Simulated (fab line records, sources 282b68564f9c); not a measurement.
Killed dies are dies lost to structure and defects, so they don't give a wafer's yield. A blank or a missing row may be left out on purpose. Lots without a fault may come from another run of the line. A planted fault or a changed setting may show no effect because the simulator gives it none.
Split-lot experiment | flow rit_cmos | 5 lots, 23 wafers read, on a route of 202 steps

THE SPLIT
At RIT_NLDD_COAT_01 (resist thk 1000 nm), the setting resist_thk_nm was moved away from the recipe's 1000 nm on 4 of the 23 wafers read, by +2.3% to +2.6%. The other wafers ran this setting at the recipe's value.

FROM THE SPLIT TO THE READING: what the file shows between them, 3 steps
- RIT_NLDD_SOFTBAKE_02: time 60 s
- RIT_NLDD_EXPOSE_03: exposes mask M7, target cd 40700 nm
- RIT_NLDD_DEVELOP_05: develop time 50 s

THE READING
NOVOLAK_of_NLDD_COAT_01.thk_nm (the simulator's own value, which no gauge read), in nm, at RIT_NLDD_HARDBAKE_07 (time 60 s). The file gives no usual value for it. The 19 wafers here that ran the recipe average 883.0 nm, standard deviation 1.6 nm.

wafer  | tool, chamber at the split | resist_thk_nm as run, nm | against the recipe | NOVOLAK_of_NLDD_COAT_01.thk_nm, nm | against lot-mates on the recipe
L074.1 | litho_track-04, 0          | 1000                     | recipe             | 883.1                              | -
L074.4 | litho_track-04, 0          | 1000                     | recipe             | 883.1                              | -
L074.3 | litho_track-04, 0          | 1000                     | recipe             | 884.9                              | -
L074.5 | litho_track-04, 0          | 1000                     | recipe             | 886.5                              | -
L074.6 | litho_track-04, 0          | 1000                     | recipe             | 883.5                              | -
L076.1 | litho_track-01, 0          | 1000                     | recipe             | 882.1                              | -
L076.2 | litho_track-01, 0          | 1000                     | recipe             | 881.9                              | -
L076.4 | litho_track-01, 0          | 1000                     | recipe             | 883.4                              | -
L076.5 | litho_track-01, 0          | 1000                     | recipe             | 880                                | -
L076.6 | litho_track-01, 0          | 1000                     | recipe             | 880.7                              | -
L078.1 | litho_track-01, 0          | 1000                     | recipe             | 884.3                              | -
L078.4 | litho_track-01, 0          | 1000                     | recipe             | 883.8                              | -
L078.6 | litho_track-01, 0          | 1000                     | recipe             | 882.8                              | -
L083.1 | litho_track-02, 0          | 1000                     | recipe             | 881.1                              | -
L083.2 | litho_track-02, 0          | 1000                     | recipe             | 881.5                              | -
L083.4 | litho_track-02, 0          | 1026                     | +2.6%              | 905.4                              | +23.8
L083.5 | litho_track-02, 0          | 1000                     | recipe             | 882.3                              | -
L083.6 | litho_track-02, 0          | 1026                     | +2.6%              | 903.9                              | +22.3
L085.1 | litho_track-02, 0          | 1023                     | +2.3%              | 905.6                              | +21.6
L085.2 | litho_track-02, 0          | 1023                     | +2.3%              | 903.1                              | +19.1
L085.3 | litho_track-02, 0          | 1000                     | recipe             | 884.2                              | -
L085.4 | litho_track-02, 0          | 1000                     | recipe             | 882.8                              | -
L085.5 | litho_track-02, 0          | 1000                     | recipe             | 885                                | -

THE FIT
A straight line over all 23 wafers: NOVOLAK_of_NLDD_COAT_01.thk_nm changes by +8.74 nm for each +1% of resist_thk_nm; r = +0.98; the points scatter about the line by 1.6 nm.
The same after taking each lot's own level away (the mean of its wafers on the recipe; 23 wafers): +8.85 nm for each +1%; r = +0.99; scatter 1.1 nm.
On that fit, the largest move of resist_thk_nm shifts the reading by 23 nm.
The lots' own levels span 881.62 to 884.22 nm, that is 1.7 times the standard deviation above.
So the lot-to-lot level changes the slope little: the two slopes agree.
Check: with one of the wafers moved furthest among these (+2.6%) left out of the fit, the line predicts +22.7 nm for it against its lot-mates. It came out at +23.8 nm against them.

OTHER SPLITS ON THESE WAFERS
These wafers also went through other splits before the reading. Each is held against what the fit with the lots' levels taken away leaves over:
other split on the same wafers       | wafers away from the commonest value | r with NOVOLAK_of_NLDD_COAT_01.thk_nm (lot level and that fit taken away)
RIT_ACTIVE_OXIDATION_01 temp_c       | 15                                   | +0.00
RIT_ACTIVE_DEVELOP_10 dev_temp_c     | 5                                    | -0.22
RIT_FOX2_OXIDATION_00 ox_time_s      | 10                                   | +0.00
RIT_NWELL_IMPLANT_08 dose_cm2        | 6                                    | +0.22
RIT_PWELL_IMPLANT_08 energy_kev      | 6                                    | -0.06
RIT_NRETRO_COAT_01 resist_thk_nm     | 10                                   | +0.01
RIT_PRETRO_COAT_01 resist_thk_nm     | 7                                    | -0.21
RIT_PRETRO_DEVELOP_05 develop_time_s | 2                                    | +0.17

THE WHOLE CHAIN: every reading that the file lists as answering this split, in the file's order
step                 | what it does       | reading                                                                         | change (the file's fit)              | r (the file's)
RIT_NLDD_COAT_01     | resist thk 1000 nm | NOVOLAK_of_NLDD_COAT_01.thk_nm (the simulator's own value, which no gauge read) | +10.1 nm for each +1% of the setting | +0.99
RIT_NLDD_HARDBAKE_07 | time 60 s          | NOVOLAK_of_NLDD_COAT_01.thk_nm (the simulator's own value, which no gauge read) | +8.85 nm for each +1% of the setting | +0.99

THE FILE'S OWN FIT
NOVOLAK_of_NLDD_COAT_01.thk_nm changes by +8.85 nm for each +1% of resist_thk_nm, r = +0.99.
